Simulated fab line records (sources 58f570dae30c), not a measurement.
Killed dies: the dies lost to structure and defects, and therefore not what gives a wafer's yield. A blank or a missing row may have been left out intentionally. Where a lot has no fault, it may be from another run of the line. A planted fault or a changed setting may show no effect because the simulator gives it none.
Struck lot and sound lot, side by side | flow berkeley-cmos170 | 17 out of 331 route steps
Sound: the wafers L112.1, L112.5, L112.6. Wafers L119.1, L119.3, L119.4 were the ones struck. At the end, the cause is stated.
Each step with rows lists, per side, the tool, then ch with its chambers, then its first start. Under that, the readings that differ: sound wafers | struck wafers | difference of the means | sigmas: that difference in standard deviations of wafers without a fault.
alike: readings with means less than 2 such deviations apart, plus words and numbers identical on both sides. not compared: withheld readings, readings lacking a value on some wafer, bounds such as >300 that could conceal the same value, and numbers that have no deviation in the record and whose values overlap.
A row with sigmas, a row that says differs or no value, or rows on one side alone: a step with any of these is where the two part. Numbers that don't overlap but have no deviation are shown without sigmas and don't part them. A reading that every wafer of one side lacks parts them only if that side has two wafers or more.

first, 1 step without rows for these wafers: UCB170_GATE_DEVELOP_11 (develop time 45 s).
UCB170_GATE_CD_MEAS_12: the cd target is 350 nm.
  sound: cd-sem-02 at day 7 20:11; struck: cd-sem-02 at day 8 12:08
  alike: cd-nm
UCB170_GATE_OVL_MEAS_13:
  sound: overlay-01 at day 7 20:18; struck: overlay-01 at day 8 12:16
  reading       | sound   | struck | difference | sigmas
  GATE_OVL (nm) | -2 -7 1 | 10 6 9 | +11        | +2
UCB170_GATE_ETCH_14: etches BARC in N2/H2.
  sound on rie-diel-04 ch 0,2,3, day 7 20:20; struck on rie-diel-03 ch 0,2,3, day 8 12:18
  alike: drypump-motor-current-A, oes-product-au, throttle-valve-pct
UCB170_GATE_ETCH_15: etches poly-Si in HBr/Cl2, stops on SiO2, time 56.3 s, target depth 278.2 nm.
  sound on rie-si-02 ch 0,2,3, day 7 20:23; struck on rie-si-01 ch 0,2,3, day 8 12:20
  alike: drypump-motor-current-A, oes-product-au, throttle-valve-pct
  not compared: rf-hours-counter-h
UCB170_GATE_STRIP_16: strips in O2.
  sound on plasma-asher-02 ch 0,1, day 7 20:26; struck on plasma-asher-04 ch 0,1, day 8 12:23
  reading                     | sound          | struck         | difference | sigmas
  drypump-motor-current-A (A) | 5.53 5.54 5.63 | 5.23 5.08 5.24 | -0.38      | -2
  alike: oes-product-au
  not compared: rf-hours-counter-h
UCB170_GATE_CD_MEAS_90: the cd target is 350 nm.
  sound: cd-sem-02 at day 7 20:32; struck: cd-sem-02 at day 8 12:32
  alike: cd-nm
then, 5 steps without rows for these wafers: UCB170_GATE_CLEAN_17 (cleans in SPM, time 600 s); UCB170_PLDD_HMDS_00 (prime time 60 s); UCB170_PLDD_COAT_01 (resist thk 900 nm); UCB170_PLDD_SOFTBAKE_02 (time 60 s); UCB170_PLDD_EXPOSE_03 (exposes mask PSELECT, target cd 1200 nm).
UCB170_PLDD_PEB_04:
  sound on litho-track-01 ch 0, day 7 22:13; struck on litho-track-01 ch 0, day 8 14:11
then, 1 step without rows for these wafers: UCB170_PLDD_DEVELOP_05 (develop time 45 s).
UCB170_PLDD_CD_MEAS_06: the cd target is 1200 nm.
  sound: cd-sem-01 at day 7 22:29; struck: cd-sem-01 at day 8 14:28
  reading    | sound                | struck               | difference | sigmas
  cd-nm (nm) | 1201.4 1200.6 1202.3 | 1205.7 1206.2 1205.7 | +4.4       | +3
UCB170_PLDD_OVL_MEAS_07:
  sound: overlay-01 at day 7 22:36; struck: overlay-02 at day 8 14:35
  alike: PLDD_OVL
UCB170_M3_PROBE_99:
  record: rows for the struck wafers here (prober-02, day 10 01:52), none for the sound ones

WHERE THEY PART
At UCB170_GATE_OVL_MEAS_13 first; at UCB170_M3_PROBE_99 last (within this record only).

WHY: what the simulator had put in
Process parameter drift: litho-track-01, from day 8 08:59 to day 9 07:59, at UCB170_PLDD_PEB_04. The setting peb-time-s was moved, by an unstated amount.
